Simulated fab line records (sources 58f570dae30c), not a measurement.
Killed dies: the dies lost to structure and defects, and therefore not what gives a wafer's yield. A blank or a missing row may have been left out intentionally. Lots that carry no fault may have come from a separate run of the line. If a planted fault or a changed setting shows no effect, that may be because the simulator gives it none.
Which tool is to blame? :: flow berkeleyCmos170 :: 14 lots, 42 wafers sampled, at 6 steps of a route of 331

## WHAT EACH GAUGE READ, for each wafer
UCB170_GATE_CD_MEAS_12: target cd 350 nm.
lot: L700
measured: day 7 14:32
on: cdSem-02
cdNm (nm): 346.6 347.5 345.5

lot: L699
measured: day 7 15:00
on: cdSem-01
cdNm (nm): 349.1 349.5 347.3

lot: L701
measured: day 7 23:20
on: cdSem-01
cdNm (nm): 349.9 349.8 350.0

lot: L704
measured: day 8 07:17
on: cdSem-02
cdNm (nm): 350.2 351.9 349.4

lot: L705
measured: day 8 07:43
on: cdSem-01
cdNm (nm): 349.6 348.4 351.5

lot: L703
measured: day 8 07:48
on: cdSem-02
cdNm (nm): 349.2 350.4 349.0

lot: L707
measured: day 8 20:05
on: cdSem-01
cdNm (nm): 349.5 350.5 350.5

lot: L710
measured: day 9 09:34
on: cdSem-01
cdNm (nm): 349.8 349.1 349.8

lot: L712
measured: day 9 20:32
on: cdSem-01
cdNm (nm): 351.4 350.4 350.5

lot: L713
measured: day 10 04:22
on: cdSem-01
cdNm (nm): 348.1 349.2 347.6

lot: L717
measured: day 11 01:50
on: cdSem-02
cdNm (nm): 349.7 349.9 349.1

lot: L718
measured: day 11 02:17
on: cdSem-01
cdNm (nm): 351.6 351.4 350.3

lot: L720
measured: day 11 20:26
on: cdSem-02
cdNm (nm): 348.4 349.0 348.0

lot: L722
measured: day 12 08:25
on: cdSem-02
cdNm (nm): 350.7 349.8 350.1

UCB170_PSD_CD_MEAS_06: target cd 1200 nm.
lot: L700
measured: day 8 04:50
on: cdSem-01
cdNm (nm): 1197.6 1198.1 1199.5

lot: L699
measured: day 8 05:01
on: cdSem-02
cdNm (nm): 1201.2 1199.8 1201.5

lot: L701
measured: day 8 09:52
on: cdSem-02
cdNm (nm): 1197.7 1198.6 1197.8

lot: L704
measured: day 8 19:37
on: cdSem-01
cdNm (nm): 1199.0 1198.9 1199.6

lot: L705
measured: day 8 19:58
on: cdSem-01
cdNm (nm): 1200.7 1201.1 1200.0

lot: L703
measured: day 8 20:01
on: cdSem-02
cdNm (nm): 1198.5 1199.1 1198.3

lot: L707
measured: day 9 09:17
on: cdSem-01
cdNm (nm): 1202.1 1202.2 1202.0

lot: L710
measured: day 9 19:35
on: cdSem-01
cdNm (nm): 1199.8 1199.0 1198.9

lot: L712
measured: day 10 09:18
on: cdSem-02
cdNm (nm): 1201.0 1198.8 1201.5

lot: L713
measured: day 10 15:32
on: cdSem-02
cdNm (nm): 1198.3 1198.0 1198.0

lot: L717
measured: day 11 15:26
on: cdSem-01
cdNm (nm): 1198.2 1198.1 1197.4

lot: L718
measured: day 11 15:42
on: cdSem-01
cdNm (nm): 1198.7 1199.7 1201.2

lot: L720
measured: day 12 09:34
on: cdSem-02
cdNm (nm): 1200.0 1199.9 1201.6

lot: L722
measured: day 12 20:43
on: cdSem-02
cdNm (nm): 1199.7 1199.1 1199.4

UCB170_SILICIDE_RS_MEAS_02: a four-point-probe measurement.
lot: L700
measured: day 8 10:43
on: filmMetro-03
SILICIDE_TI_RS (ohm/sq): 26.2 26.2 26.2

lot: L699
measured: day 8 11:13
on: filmMetro-04
SILICIDE_TI_RS (ohm/sq): 26.3 26.3 26.4

lot: L701
measured: day 8 14:49
on: filmMetro-03
SILICIDE_TI_RS (ohm/sq): 26.0 26.1 26.5

lot: L704
measured: day 9 01:07
on: filmMetro-03
SILICIDE_TI_RS (ohm/sq): 26.4 26.4 27.2

lot: L705
measured: day 9 01:53
on: filmMetro-04
SILICIDE_TI_RS (ohm/sq): 26.1 25.9 26.0

lot: L703
measured: day 9 01:37
on: filmMetro-04
SILICIDE_TI_RS (ohm/sq): 26.2 26.1 26.0

lot: L707
measured: day 9 15:46
on: filmMetro-04
SILICIDE_TI_RS (ohm/sq): 26.4 26.4 26.3

lot: L710
measured: day 10 01:53
on: filmMetro-04
SILICIDE_TI_RS (ohm/sq): 26.2 26.3 27.5

lot: L712
measured: day 10 13:59
on: filmMetro-03
SILICIDE_TI_RS (ohm/sq): 25.8 26.0 27.0

lot: L713
measured: day 10 22:16
on: filmMetro-04
SILICIDE_TI_RS (ohm/sq): 26.7 26.4 26.3

lot: L717
measured: day 11 20:22
on: filmMetro-03
SILICIDE_TI_RS (ohm/sq): 26.3 27.0 26.2

lot: L718
measured: day 11 19:59
on: filmMetro-04
SILICIDE_TI_RS (ohm/sq): 25.8 26.2 25.6

lot: L720
measured: day 12 17:09
on: filmMetro-02
SILICIDE_TI_RS (ohm/sq): 25.9 25.7 26.3

lot: L722
measured: day 13 01:12
on: filmMetro-03
SILICIDE_TI_RS (ohm/sq): 25.7 25.7 26.4

UCB170_SILICIDE_THK_MEAS_03: measures by xrf.
lot: L700
measured: day 8 10:50
on: filmMetro-03
SILICIDE_TI_THK (nm): 28.9 29.0 29.1

lot: L699
measured: day 8 11:20
on: filmMetro-04
SILICIDE_TI_THK (nm): 29.2 28.9 29.0

lot: L701
measured: day 8 14:56
on: filmMetro-03
SILICIDE_TI_THK (nm): 29.3 29.1 28.7

lot: L704
measured: day 9 01:14
on: filmMetro-03
SILICIDE_TI_THK (nm): 28.9 28.9 28.3

lot: L705
measured: day 9 02:00
on: filmMetro-04
SILICIDE_TI_THK (nm): 29.3 29.3 29.1

lot: L703
measured: day 9 01:44
on: filmMetro-04
SILICIDE_TI_THK (nm): 29.1 29.2 29.2

lot: L707
measured: day 9 15:53
on: filmMetro-04
SILICIDE_TI_THK (nm): 28.9 28.8 29.0

lot: L710
measured: day 10 01:59
on: filmMetro-04
SILICIDE_TI_THK (nm): 29.3 28.9 27.9

lot: L712
measured: day 10 14:06
on: filmMetro-03
SILICIDE_TI_THK (nm): 29.4 29.4 28.3

lot: L713
measured: day 10 22:23
on: filmMetro-04
SILICIDE_TI_THK (nm): 28.5 29.0 29.0

lot: L717
measured: day 11 20:29
on: filmMetro-03
SILICIDE_TI_THK (nm): 29.1 28.4 29.0

lot: L718
measured: day 11 20:06
on: filmMetro-04
SILICIDE_TI_THK (nm): 29.6 29.1 30.0

lot: L720
measured: day 12 17:16
on: filmMetro-02
SILICIDE_TI_THK (nm): 29.0 29.2 28.7

lot: L722
measured: day 13 01:18
on: filmMetro-03
SILICIDE_TI_THK (nm): 29.4 29.5 28.8

UCB170_CONTACT_CD_MEAS_15: target cd 700 nm.
lot: L700
measured: day 8 15:30
on: cdSem-02
cdNm (nm): 701.1 699.0 700.7

lot: L699
measured: day 8 15:44
on: cdSem-02
cdNm (nm): 700.1 700.6 701.3

lot: L701
measured: day 8 22:25
on: cdSem-02
cdNm (nm): 699.7 701.0 700.9

lot: L704
measured: day 9 06:26
on: cdSem-02
cdNm (nm): 697.8 698.0 699.3

lot: L705
measured: day 9 08:36
on: cdSem-01
cdNm (nm): 701.0 700.7 699.1

lot: L703
measured: day 9 08:16
on: cdSem-02
cdNm (nm): 699.2 700.2 701.3

lot: L707
measured: day 9 23:07
on: cdSem-01
cdNm (nm): 701.3 703.2 700.7

lot: L710
measured: day 10 06:56
on: cdSem-01
cdNm (nm): 701.9 699.5 702.0

lot: L712
measured: day 10 20:29
on: cdSem-01
cdNm (nm): 699.7 700.9 700.0

lot: L713
measured: day 11 04:42
on: cdSem-01
cdNm (nm): 700.3 698.8 701.3

lot: L717
measured: day 12 01:34
on: cdSem-01
cdNm (nm): 699.7 699.9 699.4

lot: L718
measured: day 12 01:03
on: cdSem-01
cdNm (nm): 700.5 699.1 700.1

lot: L720
measured: day 12 22:45
on: cdSem-02
cdNm (nm): 701.3 700.5 702.0

lot: L722
measured: day 13 07:32
on: cdSem-02
cdNm (nm): 697.6 697.0 698.1

## EACH LOT AND THE TOOL THAT RAN IT (in order: tool; ch and the chambers of the sampled wafers; start)
lot: L700
UCB170_SILICIDE_SPUTTER_01: pvdSputter-04, day 8 10:41

lot: L699
UCB170_SILICIDE_SPUTTER_01: pvdSputter-03, day 8 11:11

lot: L701
UCB170_SILICIDE_SPUTTER_01: pvdSputter-04, day 8 14:47

lot: L704
UCB170_SILICIDE_SPUTTER_01: pvdSputter-04, day 9 01:05

lot: L705
UCB170_SILICIDE_SPUTTER_01: pvdSputter-03, day 9 01:50

lot: L703
UCB170_SILICIDE_SPUTTER_01: pvdSputter-04, day 9 01:35

lot: L707
UCB170_SILICIDE_SPUTTER_01: pvdSputter-03, day 9 15:43

lot: L710
UCB170_SILICIDE_SPUTTER_01: pvdSputter-04, day 10 01:50

lot: L712
UCB170_SILICIDE_SPUTTER_01: pvdSputter-04, day 10 13:56

lot: L713
UCB170_SILICIDE_SPUTTER_01: pvdSputter-01, day 10 22:14

lot: L717
UCB170_SILICIDE_SPUTTER_01: pvdSputter-01, day 11 20:19

lot: L718
UCB170_SILICIDE_SPUTTER_01: pvdSputter-03, day 11 19:57

lot: L720
UCB170_SILICIDE_SPUTTER_01: pvdSputter-03, day 12 17:07

lot: L722
UCB170_SILICIDE_SPUTTER_01: pvdSputter-01, day 13 01:07
- UCB170_SILICIDE_SPUTTER_01: material Ti, target thk 30 nm, time 25 s.

## AS READ BY THE TOOLS THEMSELVES (means over the sampled wafers that have a number; for cases with no such wafer, the mark the record gives instead)
UCB170_SILICIDE_SPUTTER_01.
lot: L700
tool: pvdSputter-04
cathodeDcPowerW (W): 1500.2
throttleValvePct (%): 30.3

lot: L699
tool: pvdSputter-03
cathodeDcPowerW (W): 1499.9
throttleValvePct (%): 29.5

lot: L701
tool: pvdSputter-04
cathodeDcPowerW (W): 1499.9
throttleValvePct (%): 30.4

lot: L704
tool: pvdSputter-04
cathodeDcPowerW (W): 1499.9
throttleValvePct (%): 30.3

lot: L705
tool: pvdSputter-03
cathodeDcPowerW (W): 1499.8
throttleValvePct (%): 27.9

lot: L703
tool: pvdSputter-04
cathodeDcPowerW (W): 1499.7
throttleValvePct (%): 30.2

lot: L707
tool: pvdSputter-03
cathodeDcPowerW (W): 1500.0
throttleValvePct (%): 28.9

lot: L710
tool: pvdSputter-04
cathodeDcPowerW (W): 1481.8
throttleValvePct (%): 30.4

lot: L712
tool: pvdSputter-04
cathodeDcPowerW (W): 1481.6
throttleValvePct (%): 30.6

lot: L713
tool: pvdSputter-01
cathodeDcPowerW (W): 1499.9
throttleValvePct (%): 30.3

lot: L717
tool: pvdSputter-01
cathodeDcPowerW (W): 1499.9
throttleValvePct (%): 30.7

lot: L718
tool: pvdSputter-03
cathodeDcPowerW (W): 1500.1
throttleValvePct (%): 29.2

lot: L720
tool: pvdSputter-03
cathodeDcPowerW (W): 1499.7
throttleValvePct (%): 29.4

lot: L722
tool: pvdSputter-01
cathodeDcPowerW (W): 1500.0
throttleValvePct (%): 31.1

## THE ANSWER, worked out from the rows above alone
Rule: the usual values come from the lots themselves. Put in order of their means at a reading, lots are off if they are a third of the lots or fewer, leave a main group of 4 or more, and stand apart from it by a gap of 3 or more times the standard deviation of the main group's means; of several such gaps the widest counts. Not used: any main group whose means are identical at the precision the tables above print for the reading. A lot without any number at a reading at which 4 lots or more have one is off too. All remaining lots with rows at the step are treated as sound. After the gauges, taken in route order, come the tools' own readings; for these a lot's mean is taken, as printed above. The first step at which some lot is off is used, and at that step the reading that is off furthest; a lot without a number counts as furthest.
Off at UCB170_SILICIDE_SPUTTER_01 (cathodeDcPowerW): L710, L712. For the main group the mean is 1499.9 W and the standard deviation 0.14.
A tool fits if, at that step or a process step before it, it ran every lot that is off, and no sound lot after the first of them. One candidate fits, namely pvdSputter-04 at UCB170_SILICIDE_SPUTTER_01. A fault onset in the window from L703 (day 9 01:35, its last sound lot) to L710 (day 10 01:50, its first lot off) fits.
The tool's own readings at UCB170_SILICIDE_SPUTTER_01 bear it out: on the lots that are off they differ by more than 5 times the standard deviation of the sound lots' means. cathodeDcPowerW reads 1481.7 W there against 1499.9 W on the sound lots.

## WHAT HAD BEEN PUT IN BY THE SIMULATOR
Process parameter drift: pvdSputter-04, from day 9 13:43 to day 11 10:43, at UCB170_SILICIDE_SPUTTER_01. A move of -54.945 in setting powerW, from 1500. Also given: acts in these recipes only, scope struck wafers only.
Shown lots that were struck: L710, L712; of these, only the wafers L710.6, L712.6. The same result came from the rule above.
